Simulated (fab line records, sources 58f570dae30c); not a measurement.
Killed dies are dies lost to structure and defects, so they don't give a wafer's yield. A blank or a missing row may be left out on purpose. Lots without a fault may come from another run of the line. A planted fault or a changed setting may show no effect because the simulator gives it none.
Which tool did it? | flow berkeley_cmos170 | 14 lots, 42 wafers sampled, at 6 steps of a route of 331

WHAT THE GAUGES READ, wafer by wafer
UCB170_FIELD_THK_MEAS_02. Usual: FIELD_OXIDE_THK 561 nm, standard deviation 9.2.
lot  | measured    | on            | FIELD_OXIDE_THK (nm) | flag
L409 | day 5 01:02 | film_metro-03 | 558 566 546          |
L412 | day 5 14:47 | film_metro-01 | 587 575 582          |
L410 | day 5 14:47 | film_metro-02 | 574 556 566          |
L414 | day 5 23:06 | film_metro-01 | 563 563 559          |
L418 | day 6 20:03 | film_metro-01 | 557 565 565          |
L415 | day 6 20:07 | film_metro-01 | 544 553 556          |
L417 | day 6 20:08 | film_metro-03 | 571 566 556          |
L416 | day 6 20:09 | film_metro-01 | 557 554 560          |
L422 | day 7 09:12 | film_metro-02 | 544 550 559          |
L423 | day 7 17:31 | film_metro-02 | 557 570 562          |
L427 | day 8 17:08 | film_metro-01 | 546 561 560          |
L428 | day 9 04:29 | film_metro-03 | 566 559 567          |
L430 | day 9 15:34 | film_metro-02 | 551 566 563          |
L432 | day 9 15:36 | film_metro-01 | 562 561 575          |

UCB170_SPACER_THK_MEAS_01. Usual: SPACER_TEOS_THK 375 nm, standard deviation 5.3.
lot  | measured     | on            | SPACER_TEOS_THK (nm) | flag
L409 | day 7 02:35  | film_metro-01 | 367 375 369          |
L412 | day 7 17:07  | film_metro-02 | 372 372 377          |
L410 | day 7 17:17  | film_metro-04 | 381 373 376          |
L414 | day 7 17:55  | film_metro-02 | 378 369 373          |
L418 | day 8 19:01  | film_metro-01 | 376 376 379          |
L415 | day 8 19:02  | film_metro-04 | 376 384 373          |
L417 | day 8 19:00  | film_metro-02 | 370 370 375          |
L416 | day 8 18:57  | film_metro-04 | 365 387 381          |
L422 | day 9 05:51  | film_metro-01 | 496 377 503          | OFF
L423 | day 10 01:21 | film_metro-02 | 492 372 380          | OFF
L427 | day 10 18:54 | film_metro-02 | 386 379 377          |
L428 | day 11 11:08 | film_metro-01 | 374 378 378          |
L430 | day 11 20:46 | film_metro-04 | 379 381 387          |
L432 | day 11 19:52 | film_metro-04 | 375 381 383          |

UCB170_PSD_OVL_MEAS_07. Usual: PSD_OVL -2 nm, standard deviation 5.9.
lot  | measured     | on         | PSD_OVL (nm) | flag
L409 | day 7 07:38  | overlay-01 | -10 -4 -2    |
L412 | day 8 01:46  | overlay-01 | -4 0 1       |
L410 | day 8 01:54  | overlay-02 | -8 -10 -16   |
L414 | day 8 02:28  | overlay-02 | -3 -6 4      |
L418 | day 9 02:52  | overlay-02 | -9 -5 -5     |
L415 | day 9 03:22  | overlay-02 | -5 3 3       |
L417 | day 9 03:08  | overlay-02 | 9 -3 2       |
L416 | day 9 02:38  | overlay-02 | 1 0 -4       |
L422 | day 9 12:53  | overlay-02 | 17           | OFF
L423 | day 10 09:07 | overlay-02 | 7 -2         |
L427 | day 11 03:50 | overlay-02 | -4 4 1       |
L428 | day 11 18:23 | overlay-02 | -8 -2 -10    |
L430 | day 12 04:03 | overlay-01 | 3 -8 6       |
L432 | day 12 03:55 | overlay-02 | -2 -8 -4     |

UCB170_CONTACT_OVL_MEAS_16. Usual: CONTACT_OVL 4 nm, standard deviation 4.6.
lot  | measured     | on         | CONTACT_OVL (nm) | flag
L409 | day 7 16:55  | overlay-01 | 4 4 3            |
L412 | day 8 14:04  | overlay-02 | -1 1 -7          |
L410 | day 8 15:57  | overlay-01 | -3 4 -3          |
L414 | day 8 15:08  | overlay-01 | 11 10 9          |
L418 | day 9 15:08  | overlay-01 | 2 -1 2           |
L415 | day 9 15:38  | overlay-01 | 5 4 -1           |
L417 | day 9 13:40  | overlay-02 | 1 7 -2           |
L416 | day 9 13:13  | overlay-02 | 11 5 4           |
L422 | day 10 00:07 | overlay-02 | 0                |
L423 | day 10 20:15 | overlay-01 | 0 7              |
L427 | day 11 12:02 | overlay-01 | 3 2 3            |
L428 | day 12 02:56 | overlay-02 | 2 1 7            |
L430 | day 12 13:58 | overlay-01 | 5 6 12           |
L432 | day 12 13:20 | overlay-02 | 6 6 7            |

WHICH TOOL RAN EACH LOT (tool, then ch and the chambers of the sampled wafers, then the start)
lot  | UCB170_SPACER_CVD_00            | UCB170_SPACER_ETCHBACK_03
L409 | pecvd-02 ch 0,1, day 7 02:31    | rie_diel-03 ch 0,2,3, day 7 06:16
L412 | pecvd-02 ch 1,2, day 7 17:03    | rie_diel-04 ch 0,3, day 7 23:59
L410 | pecvd-01 ch 0,1,2, day 7 17:14  | rie_diel-02 ch 0,1,3, day 8 00:01
L414 | pecvd-03 ch 0,1,2, day 7 17:53  | rie_diel-04 ch 1,2,3, day 8 00:03
L418 | pecvd-02 ch 0,2, day 8 18:55    | rie_diel-04 ch 0,2,3, day 9 00:09
L415 | pecvd-03 ch 0,2, day 8 18:57    | rie_diel-02 ch 1,3, day 9 00:13
L417 | pecvd-01 ch 1,2, day 8 18:55    | rie_diel-03 ch 0,2, day 9 00:09
L416 | pecvd-03 ch 0,1,2, day 8 18:55  | rie_diel-02 ch 0,1,3, day 9 00:09
L422 | pecvd-02 ch 1,2, day 9 05:49    | rie_diel-02 ch 0,1, day 9 10:57
L423 | pecvd-02 ch 1,2, day 10 01:19   | rie_diel-03 ch 0,2, day 10 07:49
L427 | pecvd-03 ch 0,1,2, day 10 18:52 | rie_diel-02 ch 0,1, day 11 02:40
L428 | pecvd-01 ch 0,2, day 11 11:04   | rie_diel-04 ch 0,1, day 11 16:35
L430 | pecvd-03 ch 1,2, day 11 20:42   | rie_diel-04 ch 0,1,3, day 12 02:32
L432 | pecvd-03 ch 1,2, day 11 19:48   | rie_diel-03 ch 1,2,3, day 12 02:32
- UCB170_SPACER_CVD_00: deposits SiO2 from TEOS/O2, target thk 376 nm, time 47 s.
- UCB170_SPACER_ETCHBACK_03: etches SiO2 in CHF3/CF4/Ar, stops on Si, target depth 376 nm, time 100 s.

WHAT THE TOOLS THEMSELVES READ (means of the sampled wafers that have a number; where no wafer has one, the mark that the record gives instead)
UCB170_SPACER_CVD_00. Usual: heater_power_w 283 W, standard deviation 55; rf_fwd_power_W 544.7 W, standard deviation 2.7.
lot  | tool     | heater_power_w (W) | rf_fwd_power_W (W) | flag
L409 | pecvd-02 | 238                | 540.5              |
L412 | pecvd-02 | 303                | 545.5              |
L410 | pecvd-01 | 264                | 547.5              |
L414 | pecvd-03 | 331                | 545.7              |
L418 | pecvd-02 | 308                | 544.9              |
L415 | pecvd-03 | 326                | 545.3              |
L417 | pecvd-01 | 263                | 544.0              |
L416 | pecvd-03 | 297                | 546.4              |
L422 | pecvd-02 | 266                | 544.1              |
L423 | pecvd-02 | 342                | 545.3              |
L427 | pecvd-03 | 283                | 545.8              |
L428 | pecvd-01 | 270                | 544.6              |
L430 | pecvd-03 | 363                | 547.8              |
L432 | pecvd-03 | 348                | 543.9              |

UCB170_SPACER_ETCHBACK_03. Usual: cf4_flow_sccm 10.00 sccm, standard deviation 0.031; drypump_motor_current_A 5.9 A, standard deviation 0.41; oes_product_au 0.896 a.u., standard deviation 0.015; rf_fwd_power_W 497.0 W, standard deviation 1.8; throttle_valve_pct 6.47 %, standard deviation 0.066.
lot  | tool        | cf4_flow_sccm (sccm) | drypump_motor_current_A (A) | oes_product_au (a.u.) | rf_fwd_power_W (W) | throttle_valve_pct (%) | flag
L409 | rie_diel-03 | 10.03                | 5.9                         | 0.902                 | 497.6              | 6.42                   |
L412 | rie_diel-04 | 10.01                | 5.5                         | 0.874                 | 498.0              | 6.51                   |
L410 | rie_diel-02 | 9.99                 | 6.2                         | 0.891                 | 497.9              | 6.47                   |
L414 | rie_diel-04 | 9.97                 | 5.4                         | 0.896                 | 498.7              | 6.50                   |
L418 | rie_diel-04 | 10.00                | 5.3                         | 0.895                 | 498.9              | 6.54                   |
L415 | rie_diel-02 | 9.98                 | 6.2                         | 0.896                 | 498.4              | 6.44                   |
L417 | rie_diel-03 | 10.05                | 5.8                         | 0.896                 | 498.3              | 6.43                   |
L416 | rie_diel-02 | 10.00                | 6.2                         | 0.896                 | 494.5              | 6.47                   |
L422 | rie_diel-02 | 10.01                | 6.4                         | 0.971                 | 494.5              | 6.47                   | OFF
L423 | rie_diel-03 | 10.00                | 5.9                         | 0.947                 | 496.4              | 6.46                   | OFF
L427 | rie_diel-02 | 9.99                 | 6.3                         | 0.910                 | 496.1              | 6.49                   |
L428 | rie_diel-04 | 10.00                | 5.8                         | 0.886                 | 498.5              | 6.46                   |
L430 | rie_diel-04 | 10.01                | 5.6                         | 0.899                 | 498.5              | 6.49                   |
L432 | rie_diel-03 | 10.02                | 5.9                         | 0.911                 | 495.8              | 6.44                   |

THE ANSWER, worked out from the rows above alone
Rule: a lot is off if the mean of its wafers that have a number lies more than 3 standard deviations from the usual mean. A lot without any number at a reading at which 4 lots or more have one is off too. The other lots that the step has rows for count as sound. The gauges are gone through in route order, then the tools' own readings, and for those a lot's mean is taken as printed above. The first step at which some lot is off is used, and at that step the reading that is off furthest; a lot without a number counts as furthest.
Off: L422, L423, at UCB170_SPACER_THK_MEAS_01 (SPACER_TEOS_THK).
A tool fits if, at a process step before that reading, it ran every lot that is off, and no sound lot after the first of them. The gauges at UCB170_SPACER_THK_MEAS_01 aren't tried: what is off there is off at UCB170_SPACER_ETCHBACK_03 too, on other tools, and a gauge's error can't cause that. One fits: pecvd-02 at UCB170_SPACER_CVD_00. Its last sound lot is L418 (day 8 18:55), its first lot that is off L422 (day 9 05:49): a fault that began between those two fits.

WHAT THE SIMULATOR HAD PUT IN
Process parameter drift: pecvd-02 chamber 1, from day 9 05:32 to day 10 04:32, at UCB170_SPACER_CVD_00. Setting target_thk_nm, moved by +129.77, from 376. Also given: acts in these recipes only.
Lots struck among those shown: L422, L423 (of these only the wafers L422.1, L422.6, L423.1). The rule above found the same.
